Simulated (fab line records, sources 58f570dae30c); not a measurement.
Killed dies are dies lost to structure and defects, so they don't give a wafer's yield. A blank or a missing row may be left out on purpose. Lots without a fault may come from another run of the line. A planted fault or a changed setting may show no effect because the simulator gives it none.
Split-lot experiment | flow berkeley_cmos170 | 5 lots, 13 wafers read, on a route of 331 steps

THE SPLIT
At UCB170_CONTACT_CVD_01 (deposits PSG from SiH4/O2/PH3, target thk 700 nm, time 2820 s), the setting sih4_flow_sccm was moved away from the recipe's 60 sccm on 8 of the 13 wafers read, by -12.7% to -6.6%. The other wafers ran this setting at the recipe's value.

FROM THE SPLIT TO THE READING: what the file shows between them, 4 steps
- UCB170_CONTACT_SOFTBAKE_11: time 60 s (also split here: time_s)
- UCB170_CONTACT_EXPOSE_12: exposes mask CONT, target cd 700 nm
- UCB170_CONTACT_PEB_13
- UCB170_CONTACT_ETCH_17: etches BARC in N2/H2

THE READING
etch.depth_nm (the simulator's own value, which no gauge read), in nm, at UCB170_CONTACT_ETCH_18 (etches PSG in CHF3/CF4/Ar, stops on TiSi2, target depth 840 nm, time 195 s). The file gives no usual value for it. The 5 wafers here that ran the recipe average 703.0 nm, standard deviation 7.6 nm.

wafer  | tool, chamber at the split | sih4_flow_sccm as run, sccm | against the recipe | etch.depth_nm, nm | against lot-mates on the recipe
L075.3 | -, -                       | 52.48                       | -12.5%             | 668.5             | no lot-mate on the recipe
L076.3 | -, -                       | 60                          | recipe             | 714.1             | -
L076.6 | -, -                       | 60                          | recipe             | 710.2             | -
L080.1 | -, -                       | 52.38                       | -12.7%             | 655.3             | no lot-mate on the recipe
L080.3 | -, -                       | 52.38                       | -12.7%             | 656.7             | no lot-mate on the recipe
L080.4 | -, -                       | 52.38                       | -12.7%             | 652.2             | no lot-mate on the recipe
L080.5 | -, -                       | 52.38                       | -12.7%             | 651.6             | no lot-mate on the recipe
L080.6 | -, -                       | 52.38                       | -12.7%             | 657               | no lot-mate on the recipe
L082.1 | -, -                       | 56.07                       | -6.6%              | 670.4             | no lot-mate on the recipe
L082.2 | -, -                       | 56.07                       | -6.6%              | 679.7             | no lot-mate on the recipe
L085.1 | lpcvd-02, 0                | 60                          | recipe             | 699.2             | -
L085.3 | lpcvd-02, 0                | 60                          | recipe             | 695.3             | -
L085.5 | lpcvd-02, 0                | 60                          | recipe             | 696.4             | -

THE FIT
A straight line over all 13 wafers: etch.depth_nm changes by +3.64 nm for each +1% of sih4_flow_sccm; r = +0.96; the points scatter about the line by 7 nm.
Too few moved wafers have a lot-mate on the recipe to fit a line with each lot's own level taken away.

THE WHOLE CHAIN: every reading that the file lists as answering this split, in the file's order
step                   | what it does                                                               | reading                                                                       | change (the file's fit)              | r (the file's)
UCB170_CONTACT_CVD_01  | deposits PSG from SiH4/O2/PH3, target thk 700 nm, time 2820 s              | PSG_of_CONTACT_CVD_01.thk_nm (the simulator's own value, which no gauge read) | +3.57 nm for each +1% of the setting | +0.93
UCB170_CONTACT_ETCH_18 | etches PSG in CHF3/CF4/Ar, stops on TiSi2, target depth 840 nm, time 195 s | etch.depth_nm (the simulator's own value, which no gauge read)                | +3.64 nm for each +1% of the setting | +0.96

THE FILE'S OWN FIT
etch.depth_nm changes by +3.64 nm for each +1% of sih4_flow_sccm, r = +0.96.
